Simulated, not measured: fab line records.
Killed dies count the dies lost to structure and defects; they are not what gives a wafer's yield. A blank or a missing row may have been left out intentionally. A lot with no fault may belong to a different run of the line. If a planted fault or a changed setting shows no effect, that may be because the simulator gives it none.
Which tool is to blame? | flow berkeley-cmos170 | 42 wafers from 14 lots sampled at 5 of the route's 331 steps

== WHAT THE GAUGES READ, wafer by wafer ==
UCB170_START_BOW_MEAS_00. Usual: INCOMING_BOW gives 0 um (standard deviation 6.5).
lot  | measured    | on            | INCOMING_BOW (um) | flag
L189 | day 1 10:00 | film-metro-02 | 9 -4 4            |
L190 | day 1 15:01 | film-metro-03 | 15 -1 -3          |
L191 | day 1 20:00 | film-metro-02 | 1 7 8             |
L192 | day 2 01:01 | film-metro-03 | 0 6 2             |
L193 | day 2 06:00 | film-metro-03 | -4 -5 -2          |
L195 | day 2 16:00 | film-metro-02 | -5 -6 4           |
L199 | day 3 12:17 | film-metro-03 | 2 12 15           |
L202 | day 4 03:00 | film-metro-02 | -3 -7 5           |
L203 | day 4 08:00 | film-metro-03 | -4 -1 -3          |
L205 | day 4 18:00 | film-metro-03 | 2 2 -7            |
L206 | day 4 23:02 | film-metro-03 | -8 2 -4           |
L207 | day 5 04:02 | film-metro-01 | 20 3 5            |
L210 | day 5 19:01 | film-metro-01 | 7 11 3            |
L211 | day 6 00:00 | film-metro-01 | 3 7 -15           |

UCB170_NWELL_TW_MEAS_16. Usual: NWELL_TW gives 1235 (standard deviation 13).
lot  | measured    | on            | NWELL_TW       | flag
L189 | day 2 08:11 | film-metro-01 | 1215 1220 1229 |
L190 | day 2 17:11 | film-metro-04 | 1252 1241 1242 |
L191 | day 2 17:07 | film-metro-01 | 1222 1229 1227 |
L192 | day 3 00:10 | film-metro-04 | 1252 1250 1252 |
L193 | day 3 06:43 | film-metro-01 | 1224 1222 1216 |
L195 | day 3 21:36 | film-metro-04 | 1243 1247 1246 |
L199 | day 4 12:24 | film-metro-02 | 1247 1246 1247 |
L202 | day 5 07:08 | film-metro-04 | 1248 1242 1248 |
L203 | day 5 16:20 | film-metro-01 | 1225 1224 1224 |
L205 | day 5 22:37 | film-metro-04 | 1251 1254 1252 |
L206 | day 6 07:58 | film-metro-04 | 1181 1174 1174 | OFF
L207 | day 6 08:14 | film-metro-01 | 1223 1223 1222 |
L210 | day 7 04:23 | film-metro-02 | 1197 1186 1188 | OFF
L211 | day 7 04:08 | film-metro-01 | 1222 1224 1218 |

UCB170_ACTIVE_CD_MEAS_90 targets a cd of 1200 nm. Usual: cd-nm at 1199.9 nm, with a standard deviation of 1.8.
lot  | measured    | on        | cd-nm (nm)           | flag
L189 | day 4 14:33 | cd-sem-02 | 1202.9 1201.6 1202.4 |
L190 | day 5 00:46 | cd-sem-01 | 1199.4 1200.3 1199.2 |
L191 | day 5 00:52 | cd-sem-01 | 1198.7 1199.8 1200.0 |
L192 | day 5 09:22 | cd-sem-02 | 1197.3 1197.1 1197.4 |
L193 | day 5 17:10 | cd-sem-02 | 1199.7 1198.3 1199.6 |
L195 | day 6 05:41 | cd-sem-01 | 1197.8 1198.5 1196.8 |
L199 | day 7 00:35 | cd-sem-01 | 1202.0 1202.4 1203.3 |
L202 | day 7 17:20 | cd-sem-02 | 1202.0 1201.0 1202.2 |
L203 | day 8 03:05 | cd-sem-01 | 1199.4 1201.3 1198.2 |
L205 | day 8 03:19 | cd-sem-02 | 1196.6 1196.9 1197.9 |
L206 | day 8 19:54 | cd-sem-01 | 1200.3 1200.1 1200.8 |
L207 | day 8 19:22 | cd-sem-01 | 1200.5 1200.9 1203.2 |
L210 | day 9 09:13 | cd-sem-02 | 1197.9 1198.3 1198.1 |
L211 | day 9 08:47 | cd-sem-01 | 1200.9 1200.9 1200.7 |

== EACH LOT AND THE TOOL THAT RAN IT (in order: tool; ch and the chambers of the sampled wafers; start) ==
lot  | UCB170_NWELL_IMPLANT_14        | UCB170_NWELL_STRIP_15
L189 | implanter-01 ch 0, day 2 07:56 | plasma-asher-04 ch 0,1, day 2 08:05
L190 | implanter-02 ch 0, day 2 16:57 | plasma-asher-01 ch 0, day 2 17:05
L191 | implanter-03 ch 0, day 2 16:52 | plasma-asher-04 ch 1, day 2 17:01
L192 | implanter-03 ch 0, day 2 23:56 | plasma-asher-02 ch 0, day 3 00:04
L193 | implanter-03 ch 0, day 3 06:28 | plasma-asher-04 ch 0,1, day 3 06:37
L195 | implanter-02 ch 0, day 3 21:21 | plasma-asher-02 ch 0,1, day 3 21:30
L199 | implanter-01 ch 0, day 4 12:09 | plasma-asher-04 ch 0,1, day 4 12:18
L202 | implanter-03 ch 0, day 5 06:53 | plasma-asher-04 ch 0,1, day 5 07:02
L203 | implanter-01 ch 0, day 5 16:05 | plasma-asher-02 ch 0,1, day 5 16:14
L205 | implanter-03 ch 0, day 5 22:22 | plasma-asher-02 ch 0,1, day 5 22:31
L206 | implanter-01 ch 0, day 6 07:44 | plasma-asher-04 ch 0,1, day 6 07:52
L207 | implanter-03 ch 0, day 6 08:01 | plasma-asher-01 ch 0,1, day 6 08:08
L210 | implanter-01 ch 0, day 7 04:10 | plasma-asher-04 ch 0,1, day 7 04:17
L211 | implanter-03 ch 0, day 7 03:53 | plasma-asher-01 ch 0,1, day 7 04:02
- UCB170_NWELL_IMPLANT_14
- UCB170_NWELL_STRIP_15: strips in O2.

== WHAT THE TOOLS THEMSELVES READ (means of the sampled wafers that have a number; where no wafer has one, the mark that the record gives instead) ==
UCB170_NWELL_STRIP_15. Usual: drypump-motor-current-A 5.90 A, standard deviation 0.22; oes-product-au 0.721 a.u., standard deviation 0.0044; strip-time-to-endpoint-s 17.97 s, standard deviation 0.078.
lot  | tool            | drypump-motor-current-A (A) | oes-product-au (a.u.) | strip-time-to-endpoint-s (s) | flag
L189 | plasma-asher-04 | 5.78                        | 0.724                 | 18.02                        |
L190 | plasma-asher-01 | 6.23                        | 0.723                 | 18.10                        |
L191 | plasma-asher-04 | 5.74                        | 0.717                 | 17.97                        |
L192 | plasma-asher-02 | 6.06                        | 0.718                 | 17.96                        |
L193 | plasma-asher-04 | 5.79                        | 0.718                 | 18.09                        |
L195 | plasma-asher-02 | 6.21                        | 0.722                 | 18.00                        |
L199 | plasma-asher-04 | 5.80                        | 0.723                 | 17.95                        |
L202 | plasma-asher-04 | 5.75                        | 0.717                 | 17.96                        |
L203 | plasma-asher-02 | 6.21                        | 0.722                 | 18.02                        |
L205 | plasma-asher-02 | 6.14                        | 0.723                 | 17.97                        |
L206 | plasma-asher-04 | 5.75                        | 0.717                 | 18.04                        |
L207 | plasma-asher-01 | 6.05                        | 0.723                 | 17.90                        |
L210 | plasma-asher-04 | 5.74                        | 0.721                 | 18.01                        |
L211 | plasma-asher-01 | 5.84                        | 0.719                 | 17.97                        |

== THE ANSWER, worked out from the rows above alone ==
Rule: take the mean of a lot's wafers that have a number; if it is more than 3 standard deviations from the usual mean, the lot is off. A lot without any number at a reading at which 4 lots or more have one is off too. All remaining lots with rows at the step are treated as sound. The gauges are gone through in route order, then the tools' own readings, and for those a lot's mean is taken as printed above. The first step at which some lot is off is used, and at that step the reading that is off furthest; a lot without a number counts as furthest.
Off: at UCB170_NWELL_TW_MEAS_16 (NWELL_TW), L206, L210.
A tool fits if, at a process step before that reading, it ran every lot that is off, and no sound lot after the first of them. Gauges at UCB170_NWELL_TW_MEAS_16: tried the same way as those tools. This does not decide it: 2 tools fit, namely implanter-01 at UCB170_NWELL_IMPLANT_14 and plasma-asher-04 at UCB170_NWELL_STRIP_15.

== WHAT WAS PUT IN BY THE SIMULATOR ==
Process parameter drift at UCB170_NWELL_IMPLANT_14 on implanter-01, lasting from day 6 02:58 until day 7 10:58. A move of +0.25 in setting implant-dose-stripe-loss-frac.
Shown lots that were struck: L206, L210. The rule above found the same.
